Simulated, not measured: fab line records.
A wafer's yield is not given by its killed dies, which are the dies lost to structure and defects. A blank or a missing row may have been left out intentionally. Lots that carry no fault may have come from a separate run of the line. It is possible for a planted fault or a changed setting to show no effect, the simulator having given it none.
Lot-split experiment :: flow ritCmos :: 23 wafers read from 5 lots, route of 202 steps

THE SPLIT
At RIT_GATE_OXIDATION_05 (target thk 3 nm, ox time 270 s), the setting oxTimeS was moved away from the recipe's 270 s on 20 of the 23 wafers read, by -10.4% to +14.8%. This setting was run at the recipe's value on the other wafers.

BETWEEN THE SPLIT AND THE READING: the file shows 1 step in between
- RIT_GATE_ANNEAL_06: time 600 s

THE READING
At RIT_GATE_THK_MEAS_07: GATE_OXIDE_THK, given in nm. A value of 3.02 nm with a standard deviation of 0.066 nm is what fault-free wafers of this fab line usually give.

wafer: L076.1
tool, chamber at the split: furnace-02, 0
oxTimeS as run, s: 270
against the recipe: recipe
GATE_OXIDE_THK, nm: 3.02
against lot-mates on the recipe: -

wafer: L076.3
tool, chamber at the split: furnace-02, 0
oxTimeS as run, s: 270
against the recipe: recipe
GATE_OXIDE_THK, nm: 3.09
against lot-mates on the recipe: -

wafer: L076.6
tool, chamber at the split: furnace-02, 0
oxTimeS as run, s: 270
against the recipe: recipe
GATE_OXIDE_THK, nm: 3.11
against lot-mates on the recipe: -

wafer: L077.1
tool, chamber at the split: -, -
oxTimeS as run, s: 310
against the recipe: +14.8%
GATE_OXIDE_THK, nm: 3.24
against lot-mates on the recipe: no lot-mate on the recipe

wafer: L077.2
tool, chamber at the split: -, -
oxTimeS as run, s: 310
against the recipe: +14.8%
GATE_OXIDE_THK, nm: 3.36
against lot-mates on the recipe: no lot-mate on the recipe

wafer: L077.3
tool, chamber at the split: -, -
oxTimeS as run, s: 310
against the recipe: +14.8%
GATE_OXIDE_THK, nm: 3.37
against lot-mates on the recipe: no lot-mate on the recipe

wafer: L077.5
tool, chamber at the split: -, -
oxTimeS as run, s: 310
against the recipe: +14.8%
GATE_OXIDE_THK, nm: 3.30
against lot-mates on the recipe: no lot-mate on the recipe

wafer: L077.6
tool, chamber at the split: -, -
oxTimeS as run, s: 310
against the recipe: +14.8%
GATE_OXIDE_THK, nm: 3.33
against lot-mates on the recipe: no lot-mate on the recipe

wafer: L081.1
tool, chamber at the split: -, -
oxTimeS as run, s: 302.9
against the recipe: +12.2%
GATE_OXIDE_THK, nm: 3.32
against lot-mates on the recipe: no lot-mate on the recipe

wafer: L081.2
tool, chamber at the split: -, -
oxTimeS as run, s: 302.9
against the recipe: +12.2%
GATE_OXIDE_THK, nm: 3.43
against lot-mates on the recipe: no lot-mate on the recipe

wafer: L081.3
tool, chamber at the split: -, -
oxTimeS as run, s: 302.9
against the recipe: +12.2%
GATE_OXIDE_THK, nm: 3.29
against lot-mates on the recipe: no lot-mate on the recipe

wafer: L081.4
tool, chamber at the split: -, -
oxTimeS as run, s: 302.9
against the recipe: +12.2%
GATE_OXIDE_THK, nm: 3.31
against lot-mates on the recipe: no lot-mate on the recipe

wafer: L081.6
tool, chamber at the split: -, -
oxTimeS as run, s: 302.9
against the recipe: +12.2%
GATE_OXIDE_THK, nm: 3.29
against lot-mates on the recipe: no lot-mate on the recipe

wafer: L082.2
tool, chamber at the split: -, -
oxTimeS as run, s: 242
against the recipe: -10.4%
GATE_OXIDE_THK, nm: 2.78
against lot-mates on the recipe: no lot-mate on the recipe

wafer: L082.3
tool, chamber at the split: -, -
oxTimeS as run, s: 242
against the recipe: -10.4%
GATE_OXIDE_THK, nm: 2.68
against lot-mates on the recipe: no lot-mate on the recipe

wafer: L082.4
tool, chamber at the split: -, -
oxTimeS as run, s: 242
against the recipe: -10.4%
GATE_OXIDE_THK, nm: 2.66
against lot-mates on the recipe: no lot-mate on the recipe

wafer: L082.5
tool, chamber at the split: -, -
oxTimeS as run, s: 242
against the recipe: -10.4%
GATE_OXIDE_THK, nm: 2.68
against lot-mates on the recipe: no lot-mate on the recipe

wafer: L082.6
tool, chamber at the split: -, -
oxTimeS as run, s: 242
against the recipe: -10.4%
GATE_OXIDE_THK, nm: 2.73
against lot-mates on the recipe: no lot-mate on the recipe

wafer: L085.1
tool, chamber at the split: -, -
oxTimeS as run, s: 290.2
against the recipe: +7.5%
GATE_OXIDE_THK, nm: 3.16
against lot-mates on the recipe: no lot-mate on the recipe

wafer: L085.3
tool, chamber at the split: -, -
oxTimeS as run, s: 290.2
against the recipe: +7.5%
GATE_OXIDE_THK, nm: 3.14
against lot-mates on the recipe: no lot-mate on the recipe

wafer: L085.4
tool, chamber at the split: -, -
oxTimeS as run, s: 290.2
against the recipe: +7.5%
GATE_OXIDE_THK, nm: 3.25
against lot-mates on the recipe: no lot-mate on the recipe

wafer: L085.5
tool, chamber at the split: -, -
oxTimeS as run, s: 290.2
against the recipe: +7.5%
GATE_OXIDE_THK, nm: 3.18
against lot-mates on the recipe: no lot-mate on the recipe

wafer: L085.6
tool, chamber at the split: -, -
oxTimeS as run, s: 290.2
against the recipe: +7.5%
GATE_OXIDE_THK, nm: 3.12
against lot-mates on the recipe: no lot-mate on the recipe

FIT RESULTS
A straight line over all 23 wafers: GATE_OXIDE_THK changes by +0.0249 nm for each +1% of oxTimeS; r = +0.97; the points scatter about the line by 0.064 nm.
Too few moved wafers with a lot-mate on the recipe to fit a line net of each lot's own level.

THE WHOLE CHAIN: every reading that the file lists as answering this split, in the file's order
step: RIT_GATE_OXIDATION_05
what it does: target thk 3 nm, ox time 270 s
reading: SiO2_of_GATE_OXIDATION_05.thkNm (the simulator's own value, which no gauge read)
change (the file's fit): +0.0252 nm for each +1% of the setting
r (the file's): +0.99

step: RIT_GATE_THK_MEAS_07
what it does: 
reading: GATE_OXIDE_THK
change (the file's fit): +0.0249 for each +1% of the setting
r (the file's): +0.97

step: RIT_M1_PROBE_99
what it does: 
reading: etest.pmos_0p3.rOnOhmUm (the simulator's own value, which no gauge read)
change (the file's fit): +49.3 for each +1% of the setting
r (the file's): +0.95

FILE'S OWN FIT
GATE_OXIDE_THK changes by +0.0249 nm for each +1% of oxTimeS, r = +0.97.
